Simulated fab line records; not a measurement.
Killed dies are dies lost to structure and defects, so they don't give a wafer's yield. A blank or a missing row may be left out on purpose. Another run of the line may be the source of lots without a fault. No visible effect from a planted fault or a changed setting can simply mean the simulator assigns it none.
Which of the tools did it? :: flow rit cmos :: 42 wafers from 14 lots sampled at 5 of the route's 202 steps

== WHAT THE GAUGES READ, wafer by wafer ==
RIT_NRETRO_TW_MEAS_10. Usual: NRETRO_TW typically reads 1059, with standard deviation 4.7.
lot: L802
measured: day 2 10:04
on: film metro-01
NRETRO_TW: 1052 1060 1051
flag: 

lot: L804
measured: day 2 16:26
on: film metro-04
NRETRO_TW: 1057 1063 1057
flag: 

lot: L805
measured: day 2 21:51
on: film metro-04
NRETRO_TW: 1059 1054 1063
flag: 

lot: L806
measured: day 3 03:25
on: film metro-04
NRETRO_TW: 1064 1061 1062
flag: 

lot: L809
measured: day 3 19:05
on: film metro-02
NRETRO_TW: 1326 1328 1314
flag: OFF

lot: L810
measured: day 3 23:58
on: film metro-04
NRETRO_TW: 1063 1066 1059
flag: 

lot: L811
measured: day 4 03:10
on: film metro-02
NRETRO_TW: 1065 1057 1056
flag: 

lot: L814
measured: day 4 20:34
on: film metro-01
NRETRO_TW: 1310 1314 1313
flag: OFF

lot: L819
measured: day 5 21:56
on: film metro-04
NRETRO_TW: 1056 1063 1058
flag: 

lot: L820
measured: day 6 01:47
on: film metro-04
NRETRO_TW: 1062 1058 1061
flag: 

lot: L821
measured: day 6 06:42
on: film metro-02
NRETRO_TW: 1059 1053 1057
flag: 

lot: L822
measured: day 6 12:47
on: film metro-01
NRETRO_TW: 1054 1057 1056
flag: 

lot: L823
measured: day 7 02:04
on: film metro-02
NRETRO_TW: 1069 1064 1063
flag: 

lot: L824
measured: day 7 02:18
on: film metro-02
NRETRO_TW: 1062 1063 1062
flag: 

RIT_M1_RS_MEAS_01: measurement is done with a four-point probe. Usual: M1_AL_RS typically reads 0.0735 ohm/sq, with standard deviation 0.00083.
lot: L802
measured: day 3 09:44
on: film metro-04
M1_AL_RS (ohm/sq): 0.0742 0.0747 0.0748
flag: 

lot: L804
measured: day 3 17:04
on: film metro-04
M1_AL_RS (ohm/sq): 0.0732 0.0728 0.0729
flag: 

lot: L805
measured: day 3 22:19
on: film metro-02
M1_AL_RS (ohm/sq): 0.0740 0.0733 0.0738
flag: 

lot: L806
measured: day 4 02:05
on: film metro-01
M1_AL_RS (ohm/sq): 0.0748 0.0748 0.0740
flag: 

lot: L809
measured: day 4 20:50
on: film metro-01
M1_AL_RS (ohm/sq): 0.0738 0.0732 0.0737
flag: 

lot: L810
measured: day 4 23:16
on: film metro-02
M1_AL_RS (ohm/sq): 0.0722 0.0722 0.0723
flag: 

lot: L811
measured: day 5 02:29
on: film metro-04
M1_AL_RS (ohm/sq): 0.0735 0.0736 0.0740
flag: 

lot: L814
measured: day 5 21:35
on: film metro-02
M1_AL_RS (ohm/sq): 0.0718 0.0724 0.0717
flag: 

lot: L819
measured: day 7 06:47
on: film metro-01
M1_AL_RS (ohm/sq): 0.0728 0.0729 0.0739
flag: 

lot: L820
measured: day 7 07:02
on: film metro-02
M1_AL_RS (ohm/sq): 0.0738 0.0735 0.0737
flag: 

lot: L821
measured: day 7 20:10
on: film metro-01
M1_AL_RS (ohm/sq): 0.0735 0.0722 0.0723
flag: 

lot: L822
measured: day 8 06:55
on: film metro-04
M1_AL_RS (ohm/sq): 0.0743 0.0736 0.0741
flag: 

lot: L823
measured: day 8 17:29
on: film metro-04
M1_AL_RS (ohm/sq): 0.0721 0.0723 0.0725
flag: 

lot: L824
measured: day 8 19:30
on: film metro-01
M1_AL_RS (ohm/sq): 0.0737 0.0743 0.0738
flag: 

== WHICH TOOL RAN EACH LOT (tool, then ch and the chambers of the sampled wafers, then the start) ==
lot: L802
RIT_NRETRO_IMPLANT_08: implanter-04 ch 0, day 2 09:47
RIT_GATE_ETCH_19: rie si-01 ch 0,3, day 2 17:16
RIT_CONTACT_STRIP_12: plasma asher-01 ch 0,1, day 3 08:46

lot: L804
RIT_NRETRO_IMPLANT_08: implanter-03 ch 0, day 2 16:08
RIT_GATE_ETCH_19: rie si-01 ch 0,1,2, day 2 23:49
RIT_CONTACT_STRIP_12: plasma asher-02 ch 0,1, day 3 16:08

lot: L805
RIT_NRETRO_IMPLANT_08: implanter-03 ch 0, day 2 21:32
RIT_GATE_ETCH_19: rie si-02 ch 1,2,3, day 3 06:01
RIT_CONTACT_STRIP_12: plasma asher-02 ch 0, day 3 21:20

lot: L806
RIT_NRETRO_IMPLANT_08: implanter-02 ch 0, day 3 03:05
RIT_GATE_ETCH_19: rie si-01 ch 1,2,3, day 3 09:52
RIT_CONTACT_STRIP_12: plasma asher-02 ch 0,1, day 4 01:06

lot: L809
RIT_NRETRO_IMPLANT_08: implanter-02 ch 0, day 3 18:27
RIT_GATE_ETCH_19: rie si-02 ch 1,2,3, day 4 04:25
RIT_CONTACT_STRIP_12: plasma asher-02 ch 0,1, day 4 19:51

lot: L810
RIT_NRETRO_IMPLANT_08: implanter-04 ch 0, day 3 23:38
RIT_GATE_ETCH_19: rie si-01 ch 0,1, day 4 06:58
RIT_CONTACT_STRIP_12: plasma asher-03 ch 0,1, day 4 22:12

lot: L811
RIT_NRETRO_IMPLANT_08: implanter-04 ch 0, day 4 02:52
RIT_GATE_ETCH_19: rie si-02 ch 0,1,3, day 4 10:26
RIT_CONTACT_STRIP_12: plasma asher-03 ch 0,1, day 5 01:33

lot: L814
RIT_NRETRO_IMPLANT_08: implanter-03 ch 0, day 4 19:58
RIT_GATE_ETCH_19: rie si-01 ch 1,2, day 5 04:40
RIT_CONTACT_STRIP_12: plasma asher-01 ch 0,1, day 5 20:40

lot: L819
RIT_NRETRO_IMPLANT_08: implanter-03 ch 0, day 5 21:38
RIT_GATE_ETCH_19: rie si-02 ch 1,2, day 6 12:48
RIT_CONTACT_STRIP_12: plasma asher-03 ch 0,1, day 7 05:52

lot: L820
RIT_NRETRO_IMPLANT_08: implanter-02 ch 0, day 6 01:30
RIT_GATE_ETCH_19: rie si-01 ch 1,2, day 6 12:54
RIT_CONTACT_STRIP_12: plasma asher-02 ch 0,1, day 7 06:06

lot: L821
RIT_NRETRO_IMPLANT_08: implanter-03 ch 0, day 6 06:23
RIT_GATE_ETCH_19: rie si-02 ch 1,2, day 6 18:31
RIT_CONTACT_STRIP_12: plasma asher-02 ch 0,1, day 7 19:13

lot: L822
RIT_NRETRO_IMPLANT_08: implanter-03 ch 0, day 6 12:29
RIT_GATE_ETCH_19: rie si-01 ch 0,2,3, day 7 08:02
RIT_CONTACT_STRIP_12: plasma asher-02 ch 0,1, day 8 05:57

lot: L823
RIT_NRETRO_IMPLANT_08: implanter-03 ch 0, day 7 01:44
RIT_GATE_ETCH_19: rie si-01 ch 1,2, day 7 21:31
RIT_CONTACT_STRIP_12: plasma asher-02 ch 0,1, day 8 16:32

lot: L824
RIT_NRETRO_IMPLANT_08: implanter-04 ch 0, day 7 01:58
RIT_GATE_ETCH_19: rie si-01 ch 0,1,2, day 7 21:45
RIT_CONTACT_STRIP_12: plasma asher-02 ch 0,1, day 8 18:32
- RIT_NRETRO_IMPLANT_08
- RIT_GATE_ETCH_19: etches poly-Si in SF6/CHF3/O2, stops on SiO2, time 165 s, target depth 312.5 nm.
- RIT_CONTACT_STRIP_12: strips in O2, time 180 s.

== WHAT THE TOOLS THEMSELVES READ (means of the sampled wafers that have a number; where no wafer has one, the mark that the record gives instead) ==
RIT_NRETRO_IMPLANT_08. Usual: faraday current uA at 31.7, with a standard deviation of 0.59.
lot: L802
tool: implanter-04
faraday current uA: 32.2
flag: 

lot: L804
tool: implanter-03
faraday current uA: 31.4
flag: 

lot: L805
tool: implanter-03
faraday current uA: 32.4
flag: 

lot: L806
tool: implanter-02
faraday current uA: 31.8
flag: 

lot: L809
tool: implanter-02
faraday current uA: 31.8
flag: 

lot: L810
tool: implanter-04
faraday current uA: 30.9
flag: 

lot: L811
tool: implanter-04
faraday current uA: 31.8
flag: 

lot: L814
tool: implanter-03
faraday current uA: 31.4
flag: 

lot: L819
tool: implanter-03
faraday current uA: 31.8
flag: 

lot: L820
tool: implanter-02
faraday current uA: 31.8
flag: 

lot: L821
tool: implanter-03
faraday current uA: 31.6
flag: 

lot: L822
tool: implanter-03
faraday current uA: 32.4
flag: 

lot: L823
tool: implanter-03
faraday current uA: 31.7
flag: 

lot: L824
tool: implanter-04
faraday current uA: 31.3
flag: 

RIT_GATE_ETCH_19. Usual: CHF3_flow_sccm 30.00 sccm, standard deviation 0.096; drypump motor current A 5.6 A, standard deviation 0.32; oes product au 0.841 a.u., standard deviation 0.013; throttle valve pct 10.18 %, standard deviation 0.22.
lot: L802
tool: rie si-01
CHF3_flow_sccm (sccm): 29.93
drypump motor current A (A): 5.8
oes product au (a.u.): 0.847
throttle valve pct (%): 10.46
flag: 

lot: L804
tool: rie si-01
CHF3_flow_sccm (sccm): 29.91
drypump motor current A (A): 5.5
oes product au (a.u.): 0.855
throttle valve pct (%): 10.14
flag: 

lot: L805
tool: rie si-02
CHF3_flow_sccm (sccm): 30.03
drypump motor current A (A): 5.8
oes product au (a.u.): 0.834
throttle valve pct (%): 10.07
flag: 

lot: L806
tool: rie si-01
CHF3_flow_sccm (sccm): 30.04
drypump motor current A (A): 5.4
oes product au (a.u.): 0.838
throttle valve pct (%): 10.18
flag: 

lot: L809
tool: rie si-02
CHF3_flow_sccm (sccm): 29.93
drypump motor current A (A): 5.7
oes product au (a.u.): 0.832
throttle valve pct (%): 10.07
flag: 

lot: L810
tool: rie si-01
CHF3_flow_sccm (sccm): 30.03
drypump motor current A (A): 5.7
oes product au (a.u.): 0.853
throttle valve pct (%): 10.29
flag: 

lot: L811
tool: rie si-02
CHF3_flow_sccm (sccm): 30.00
drypump motor current A (A): 5.8
oes product au (a.u.): 0.834
throttle valve pct (%): 10.16
flag: 

lot: L814
tool: rie si-01
CHF3_flow_sccm (sccm): 29.94
drypump motor current A (A): 5.3
oes product au (a.u.): 0.854
throttle valve pct (%): 9.99
flag: 

lot: L819
tool: rie si-02
CHF3_flow_sccm (sccm): 30.02
drypump motor current A (A): 5.5
oes product au (a.u.): 0.828
throttle valve pct (%): 10.01
flag: 

lot: L820
tool: rie si-01
CHF3_flow_sccm (sccm): 30.06
drypump motor current A (A): 5.4
oes product au (a.u.): 0.857
throttle valve pct (%): 9.98
flag: 

lot: L821
tool: rie si-02
CHF3_flow_sccm (sccm): 29.97
drypump motor current A (A): 5.5
oes product au (a.u.): 0.833
throttle valve pct (%): 10.00
flag: 

lot: L822
tool: rie si-01
CHF3_flow_sccm (sccm): 29.95
drypump motor current A (A): 5.5
oes product au (a.u.): 0.848
throttle valve pct (%): 10.32
flag: 

lot: L823
tool: rie si-01
CHF3_flow_sccm (sccm): 29.89
drypump motor current A (A): 5.4
oes product au (a.u.): 0.853
throttle valve pct (%): 9.99
flag: 

lot: L824
tool: rie si-01
CHF3_flow_sccm (sccm): 30.06
drypump motor current A (A): 5.6
oes product au (a.u.): 0.857
throttle valve pct (%): 10.13
flag: 

RIT_CONTACT_STRIP_12. Usual: drypump motor current A at 5.9 A, with a standard deviation of 0.42.
lot: L802
tool: plasma asher-01
drypump motor current A (A): 5.4
flag: 

lot: L804
tool: plasma asher-02
drypump motor current A (A): 6.1
flag: 

lot: L805
tool: plasma asher-02
drypump motor current A (A): 6.4
flag: 

lot: L806
tool: plasma asher-02
drypump motor current A (A): 5.7
flag: 

lot: L809
tool: plasma asher-02
drypump motor current A (A): 5.7
flag: 

lot: L810
tool: plasma asher-03
drypump motor current A (A): 6.2
flag: 

lot: L811
tool: plasma asher-03
drypump motor current A (A): 6.1
flag: 

lot: L814
tool: plasma asher-01
drypump motor current A (A): 5.6
flag: 

lot: L819
tool: plasma asher-03
drypump motor current A (A): 6.2
flag: 

lot: L820
tool: plasma asher-02
drypump motor current A (A): 6.1
flag: 

lot: L821
tool: plasma asher-02
drypump motor current A (A): 5.7
flag: 

lot: L822
tool: plasma asher-02
drypump motor current A (A): 6.1
flag: 

lot: L823
tool: plasma asher-02
drypump motor current A (A): 6.1
flag: 

lot: L824
tool: plasma asher-02
drypump motor current A (A): 6.1
flag: 

== THE ANSWER, worked out from the rows above alone ==
Rule: a lot is off if the mean of its wafers that have a number lies more than 3 standard deviations from the usual mean. Also off: a lot with no number at a reading for which 4 or more lots have one. Where the step has rows for the other lots, those lots are counted as sound. The gauges are gone through in route order, then the tools' own readings, and for those a lot's mean is taken as printed above. The first step at which some lot is off is used, and at that step the reading that is off furthest; a lot without a number counts as furthest.
Off: L809, L814, at RIT_NRETRO_TW_MEAS_10 (NRETRO_TW).
A tool fits if, at a process step before that reading, it ran every lot that is off, and no sound lot after the first of them. The gauges at RIT_NRETRO_TW_MEAS_10 are tried like those tools. Of those tried, none fits.

== WHAT THE SIMULATOR PUT IN ==
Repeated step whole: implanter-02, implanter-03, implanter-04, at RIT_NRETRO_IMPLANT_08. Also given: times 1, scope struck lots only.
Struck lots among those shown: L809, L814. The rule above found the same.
